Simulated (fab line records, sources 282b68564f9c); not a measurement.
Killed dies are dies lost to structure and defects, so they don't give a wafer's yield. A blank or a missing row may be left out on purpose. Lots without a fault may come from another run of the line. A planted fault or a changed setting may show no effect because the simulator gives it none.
Split-lot experiment | flow rit_cmos | 5 lots, 23 wafers read, on a route of 202 steps

THE SPLIT
At RIT_ACTIVE_EXPOSE_08 (exposes mask M1, target cd 1400 nm), the setting dose_mj was moved away from the recipe's 225 on 9 of the 23 wafers read, by -6.7% to +4.7%. The other wafers ran this setting at the recipe's value.

FROM THE SPLIT TO THE READING: what the file shows between them, 6 steps
- RIT_ACTIVE_PEB_09
- RIT_ACTIVE_DEVELOP_10: develop time 50 s
- RIT_ACTIVE_CD_MEAS_11: target cd 1400 nm
- RIT_ACTIVE_HARDBAKE_12: time 60 s
- RIT_ACTIVE_ETCH_13: etches Si3N4 in SF6, stops on SiO2, time 210 s, target depth 210 nm
- RIT_ACTIVE_STRIP_14: strips in O2, time 180 s

THE READING
cd_nm, in nm, at RIT_ACTIVE_CD_MEAS_90 (target cd 1400 nm). Fault-free wafers of this fab line usually give 1400.5 nm, standard deviation 1.9 nm.

wafer  | tool, chamber at the split | dose_mj as run | against the recipe | cd_nm, nm | against lot-mates on the recipe
L074.1 | iline_stepper-02, 0        | 225            | recipe             | 1404.5    | -
L074.3 | iline_stepper-02, 0        | 225            | recipe             | 1400.2    | -
L074.4 | iline_stepper-02, 0        | 212.7          | -5.5%              | 1418.8    | +16.7
L074.5 | iline_stepper-02, 0        | 212.7          | -5.5%              | 1415.3    | +13.2
L074.6 | iline_stepper-02, 0        | 225            | recipe             | 1401.7    | -
L075.1 | iline_stepper-02, 0        | 225            | recipe             | 1402.1    | -
L075.2 | iline_stepper-02, 0        | 225            | recipe             | 1402.7    | -
L075.3 | iline_stepper-02, 0        | 225            | recipe             | 1404.8    | -
L075.4 | iline_stepper-02, 0        | 210            | -6.7%              | 1421.9    | +18.7
L075.6 | iline_stepper-02, 0        | 210            | -6.7%              | 1422.7    | +19.5
L077.1 | iline_stepper-01, 0        | 235.5          | +4.7%              | 1387.9    | -11.0
L077.2 | iline_stepper-01, 0        | 235.5          | +4.7%              | 1387.3    | -11.6
L077.3 | iline_stepper-01, 0        | 225            | recipe             | 1397.4    | -
L077.4 | iline_stepper-01, 0        | 225            | recipe             | 1399.5    | -
L077.5 | iline_stepper-01, 0        | 225            | recipe             | 1399.9    | -
L080.1 | iline_stepper-02, 0        | 225            | recipe             | 1400.3    | -
L080.4 | iline_stepper-02, 0        | 225            | recipe             | 1400.0    | -
L080.6 | iline_stepper-02, 0        | 225            | recipe             | 1398.5    | -
L082.1 | iline_stepper-02, 0        | 214.2          | -4.8%              | 1416.1    | +12.8
L082.2 | iline_stepper-02, 0        | 214.2          | -4.8%              | 1416.3    | +13.0
L082.3 | iline_stepper-02, 0        | 214.2          | -4.8%              | 1416.5    | +13.2
L082.4 | iline_stepper-02, 0        | 225            | recipe             | 1402.2    | -
L082.5 | iline_stepper-02, 0        | 225            | recipe             | 1404.3    | -

THE FIT
A straight line over all 23 wafers: cd_nm changes by -3.04 nm for each +1% of dose_mj; r = -0.98; the points scatter about the line by 1.9 nm.
The same after taking each lot's own level away (the mean of its wafers on the recipe; 23 wafers): -2.7 nm for each +1%; r = -0.99; scatter 1.2 nm.
On that fit, the largest move of dose_mj shifts the reading by 18 nm.
The lots' own levels span 1398.93 to 1403.25 nm, that is 2.3 times the standard deviation above.
So the lot-to-lot level changes the slope: the two fits differ.
Check: with one of the wafers moved furthest among these (-6.7%) left out of the fit, the line predicts +18.1 nm for it against its lot-mates. It came out at +18.7 nm against them.

THE WHOLE CHAIN: every reading that the file lists as answering this split, in the file's order
step                  | what it does                                                        | reading                                                       | change (the file's fit)              | r (the file's)
RIT_ACTIVE_CD_MEAS_11 | target cd 1400 nm                                                   | cd_nm                                                         | -2.72 nm for each +1% of the setting | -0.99
RIT_ACTIVE_ETCH_13    | etches Si3N4 in SF6, stops on SiO2, time 210 s, target depth 210 nm | ACTIVE.cd_nm (the simulator's own value, which no gauge read) | -2.74 nm for each +1% of the setting | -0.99
RIT_ACTIVE_CD_MEAS_90 | target cd 1400 nm                                                   | cd_nm                                                         | -2.72 nm for each +1% of the setting | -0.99

THE FILE'S OWN FIT
cd_nm changes by -2.72 nm for each +1% of dose_mj, r = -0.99.
